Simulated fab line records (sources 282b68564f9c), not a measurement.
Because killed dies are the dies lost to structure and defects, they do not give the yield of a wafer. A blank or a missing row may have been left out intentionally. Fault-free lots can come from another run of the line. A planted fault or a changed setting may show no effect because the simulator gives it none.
fab line records ; flow rit-cmos
record: lots: 13; wafers: 39; last-day: 7
route steps=202 shown CONTACT@179 M1@202
lots untouched by any fault: they come from a run of this same line in which no faults occurred
start-h: hours from the record's first day to the start of the lot's first wafer shown ; wait-h: hours elapsed since this lot's preceding step ; " same as the row above ; L1.1+2: one row covering several wafers at once ; - no value, or no start given ; * or withheld: withheld ; < > ~ a bound
route shown NAME@n: names a module that has steps shown in the file, with the first one's number in the route ; usual: the fault-free wafers' mean and standard deviation ; same: alike in all rows ; chamber/n: place in a boat ; sites: the reading at each site ; _std_site: standard deviation of those values ; _edge_site: outer sites' mean less inner sites' ; radius-mm: for every site, how far away it sits from the centre of the wafer ; mask NAME#n: copy n ; behind: the last tool/chamber to shape the wafer ; hold: why the lot was held/for how many hours/how that ended ; device: whichever transistor did not switch (one of n, p or np) ; end of line: the same wafers' tests at the end of the route ; where a step has no rows: the recipe by itself ; killed: count of dies lost to structure and defects at first sort (not the wafer's yield) ; map: shows each die of a wafer: x if killed, . if not, _ if none is there
set.NAME: setting as actually run; set.NAME@STEP: the setting as run at that earlier step ; model.NAME: the simulator's own value behind a step, which no gauge read
a sample of lots followed through the steps of the route, with each step as a table and each wafer as a row
services: the hour from which a tool's chamber was out of use, counted from the record's first day as start-h (under 0 if before that day), plus the number of hours and why
== steps ==
step: RIT_CONTACT_ETCH_11
recipe: target-depth-a: 4800; over-etch-frac: 0.2; stop-on: TiSi2; chemistry: CHF3/CF4/Ar; target: SiO2; CHF3_flow_sccm: 50; cf4-flow-sccm: 10; Ar_flow_sccm: 100; O2_flow_sccm: 5; pressure-mtorr: 100; rf-w: 200; time-s: 320
usual: drypump-motor-current-A: 5.9/0.46; oes-product-au: 0.988/0.014; throttle-valve-pct: 8.84/0.12
lot.wafer;tool;chamber;start-h;wait-h;drypump-motor-current-A;oes-product-au;rf-hours-counter-h;throttle-valve-pct
L275.1;rie-diel-04;1;65.14;0.1;5.6;0.968;7;8.94
L275.3;rie-diel-04;3;65.14;0.1;5.4;0.991;17;9.04
L275.4;rie-diel-04;0;65.14;0.1;6.4;0.982;6;8.85
L277.3;rie-diel-01;3;69.10;0.1;6.7;0.987;165;9.11
L277.5;rie-diel-01;0;69.10;0.1;6.3;0.995;-;8.74
L277.6;rie-diel-01;3;69.10;0.1;6.7;0.992;-;9.09
L276.1;rie-diel-04;2;71.02;0.1;5.5;0.998;49;8.83
L276.2;rie-diel-04;1;71.02;0.1;5.6;0.969;7;8.96
L276.3;rie-diel-04;3;71.02;0.1;5.4;0.987;17;9.03
L278.1;rie-diel-02;3;75.96;0.1;5.9;0.990;117;8.90
L278.2;rie-diel-02;1;75.96;0.1;5.2;0.980;115;8.76
L278.3;rie-diel-02;2;75.96;0.1;6.0;0.970;96;8.84
L279.2;rie-diel-01;2;80.50;0.1;6.2;0.992;76;8.70
L279.3;rie-diel-01;1;80.50;0.1;6.1;1.013;20;8.67
L279.6;rie-diel-01;1;80.50;0.1;6.2;0.997;-;8.69
L285.2;rie-diel-04;1;106.87;0.1;5.6;0.962;8;8.96
L285.3;rie-diel-04;3;106.87;0.1;5.4;0.986;18;9.04
L285.4;rie-diel-04;0;106.87;0.1;6.4;0.990;7;8.85
L288.2;rie-diel-02;3;122.46;0.1;5.9;0.988;117;8.90
L288.3;rie-diel-02;1;122.46;0.1;5.1;0.982;117;8.79
L288.6;rie-diel-02;1;122.46;0.1;5.1;0.983;-;8.77
L290.3;rie-diel-02;3;134.23;0.1;5.9;0.987;118;8.89
L290.4;rie-diel-02;2;134.23;0.1;6.0;0.958;-;8.86
L290.6;rie-diel-02;1;134.23;0.1;5.1;0.991;-;8.80
L291.1;rie-diel-04;1;135.99;0.1;5.6;0.974;8;8.96
L291.4;rie-diel-04;2;135.99;0.1;5.5;0.986;51;8.84
L291.5;rie-diel-04;2;135.99;0.1;5.6;0.996;-;8.85
L292.4;rie-diel-01;2;138.02;0.1;6.2;1.003;-;8.72
L292.5;rie-diel-01;3;138.02;0.1;6.7;0.992;-;9.08
L292.6;rie-diel-01;1;138.02;0.1;6.1;1.011;-;8.67
L294.1;rie-diel-01;1;152.48;0.1;6.2;1.003;21;8.67
L294.3;rie-diel-01;3;152.48;0.1;6.6;0.990;1;9.09
L294.6;rie-diel-01;2;152.48;0.1;6.2;0.994;-;8.73
L295.2;rie-diel-04;0;156.27;0.1;6.4;0.985;8;8.85
L295.4;rie-diel-04;1;156.27;0.1;5.6;0.968;-;8.95
L295.6;rie-diel-04;0;156.27;0.1;6.4;0.990;-;8.85
L298.1;rie-diel-01;1;172.71;0.1;6.2;1.012;22;8.68
L298.2;rie-diel-01;2;172.71;0.1;6.2;0.991;78;8.72
L298.6;rie-diel-01;3;172.71;0.1;6.7;0.994;-;9.09
step: RIT_M1_PROBE_99
usual: killed-at-contacts: 0.0/0.18; killed-at-front-end: 7/3; killed-dies: 7/3; killed-on-rim: 2/1.4; killed-open: 3.6/1.9; killed-short: 3.2/1.8
same: gross-dies: 264; killed_at_M0_to_M3: 0; killed_at_M4_up: 0; killed-at-back-side: 0; killed-at-other: 0
lot.wafer;tool;chamber;start-h;wait-h;killed-at-contacts;killed-at-front-end;killed-dies;killed-on-rim;killed-open;killed-short
L288.2;prober-01;-;127.63;0.1;31;10;41;3;6;4
L288.3;prober-01;-;127.68;0.2;14;6;20;7;5;1
L288.6;prober-01;-;127.83;0.2;19;6;25;13;6;1
L290.3;prober-01;-;139.37;0.2;26;7;33;2;6;1
L290.4;prober-01;-;139.42;0.2;17;7;24;9;5;2
L290.6;prober-01;-;139.52;0.2;16;8;24;9;5;3
killed by level:class
L288.2 CONTACT:unspecified=31 GATE:geometric-particle:open=2 REOX:geometric-particle:short=2 FOX1:geometric-particle:open=1 FOX2:geometric-particle:short=1 GATE:geometric-particle:short=1 REOX:geometric-particle:open=1 SPACER:geometric-particle:open=1
L288.3 CONTACT:unspecified=14 REOX:geometric-particle:open=2 FOX1:geometric-particle:open=1 GATE:geometric-particle:open=1 REOX:geometric-particle:short=1 SPACER:geometric-particle:open=1
L288.6 CONTACT:unspecified=18 GATE:geometric-particle:open=2 GATE:geometric-particle:short=1 REOX:geometric-particle:open=1 SPACER:geometric-particle:open=1 SILICIDE:geometric-particle:open=1 CONTACT:geometric-particle:open=1
L290.3 CONTACT:unspecified=26 REOX:geometric-particle:open=3 SILICIDE:geometric-particle:open=3 GATE:geometric-particle:short=1
L290.4 CONTACT:unspecified=17 SILICIDE:geometric-particle:open=3 FOX2:geometric-particle:short=1 REOX:geometric-particle:open=1 SPACER:geometric-particle:open=1 SPACER:geometric-particle:short=1
L290.6 CONTACT:unspecified=16 REOX:geometric-particle:open=3 GATE:geometric-particle:short=2 FOX1:geometric-particle:open=1 GATE:geometric-particle:open=1 SILICIDE:geometric-particle:short=1
== services ==
tool;chamber;start-h;hours;kind
rie-diel-04;0;53.80;4.5;repair
rie-diel-01;3;78.66;-;clean
rie-diel-01;3;78.66;17.7;scheduled-down
rie-diel-01;3;78.66;17.7;vent-cycle
rie-diel-01;1;105.76;1.6;repair
rie-diel-01;0;116.49;5.1;repair
rie-diel-02;0;119.54;21.0;repair
rie-diel-01;0;121.58;-;clean
rie-diel-01;0;121.58;17.5;scheduled-down
rie-diel-01;0;121.58;17.5;vent-cycle
rie-diel-04;3;151.34;13.5;repair
== key ==
first-sign: step: RIT_M1_PROBE_99; reading: killed-at-contacts; direction: up; sigmas: 20; usual: 0.0; struck: 20.5
effect: step: RIT_M1_PROBE_99; reading: killed-dies; direction: up; sigmas: 7; usual: 7; struck: 28
met-at RIT_CONTACT_ETCH_11
struck-lots L288,L290
tester-left-out L288,L290
onset-between 75.96 122.46
fault: kind: chamber-particle-source; tool: rie-diel-02; chamber: -; onset-h: 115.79; steps: RIT_CONTACT_ETCH_11; rate-per-visit-cm2: 0.60771; end-h: 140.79
tester-left-out: of these lots the tester's yield and bins aren't shown, on N5 and GAA mostly nor the transistor test; their killed dies are dies lost to structure and defects alone, not to doping, threshold or leakage, so they don't give the yield
